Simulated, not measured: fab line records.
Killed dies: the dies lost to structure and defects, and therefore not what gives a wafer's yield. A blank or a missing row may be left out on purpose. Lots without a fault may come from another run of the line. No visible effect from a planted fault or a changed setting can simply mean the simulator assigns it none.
A single fault, viewed from 2 desks || flow berkeleyCmos170 || what lay behind the numbers comes last; until then each desk has only its own

FROM THE METROLOGY DESK
What the gauges read, lot by lot, whatever tool the lot ran on: means of the sampled wafers that have a number. The brackets show how far a lot's mean lies from the usual mean; more than 4 standard deviations puts the lot out of limits, marked OUT.
Columns: A = V2_TEOS_THK at UCB170_V2_THK_MEAS_01, usual 2009 nm; B = cdNm at UCB170_V2_CD_MEAS_12, usual 700.1 nm
{"lot": "L916", "first seen here": "day 8 14:01", "A": 1998, "B": 701.2}
{"lot": "L918", "first seen here": "day 9 01:57", "A": 1999, "B": 700.8}
{"lot": "L917", "first seen here": "day 9 03:09", "A": 2007, "B": 700.4}
{"lot": "L921", "first seen here": "day 9 11:45", "A": 1996, "B": 699.3}
{"lot": "L919", "first seen here": "day 9 12:58", "A": 1991, "B": 699.3}
{"lot": "L920", "first seen here": "day 9 14:16", "A": 2013, "B": 698.7}
{"lot": "L923", "first seen here": "day 10 14:43", "A": 1980, "B": 697.6}
{"lot": "L924", "first seen here": "day 11 14:08", "A": 2028, "B": 700.2}
{"lot": "L926", "first seen here": "day 11 14:30", "A": 2043, "B": 701.6}
{"lot": "L927", "first seen here": "day 11 14:54", "A": 1997, "B": 701.4}
{"lot": "L925", "first seen here": "day 11 15:29", "A": 2008, "B": 701.2}
{"lot": "L931", "first seen here": "day 11 15:42", "A": 2031, "B": 701.6}
{"lot": "L933", "first seen here": "day 12 08:09", "A": 2019, "B": 698.9}
{"lot": "L939", "first seen here": "day 13 08:50", "A": 2026, "B": 699.2}
This desk found nothing out of limits on any of the 14 lots.

THE TOOL OWNER'S DESK: pvdSputter-03
The tool's own readings at UCB170_M1_SPUTTER_00 (material Al, target thk 600 nm, time 80 s): means of the sampled wafers that have a number, for each lot that ran on this tool. The brackets show how far a lot's mean lies from the usual mean; more than 4 standard deviations puts the lot out of limits, marked OUT.
Columns: A = throttleValvePct at UCB170_M1_SPUTTER_00, usual 29.9 %
{"lot": "L921", "first seen here": "day 9 01:37", "A": 30.4}
{"lot": "L927", "first seen here": "day 11 01:08", "A": 30.5}
{"lot": "L931", "first seen here": "day 11 02:07", "A": 30.5}
{"lot": "L933", "first seen here": "day 11 21:04", "A": 30.8}
This desk found nothing out of limits on any of the 4 lots.

ALL TOGETHER
Nothing out of limits was seen by the metrology desk.
The tool owner's desk saw nothing out of limits.

WHAT THE SIMULATOR HAD PUT IN
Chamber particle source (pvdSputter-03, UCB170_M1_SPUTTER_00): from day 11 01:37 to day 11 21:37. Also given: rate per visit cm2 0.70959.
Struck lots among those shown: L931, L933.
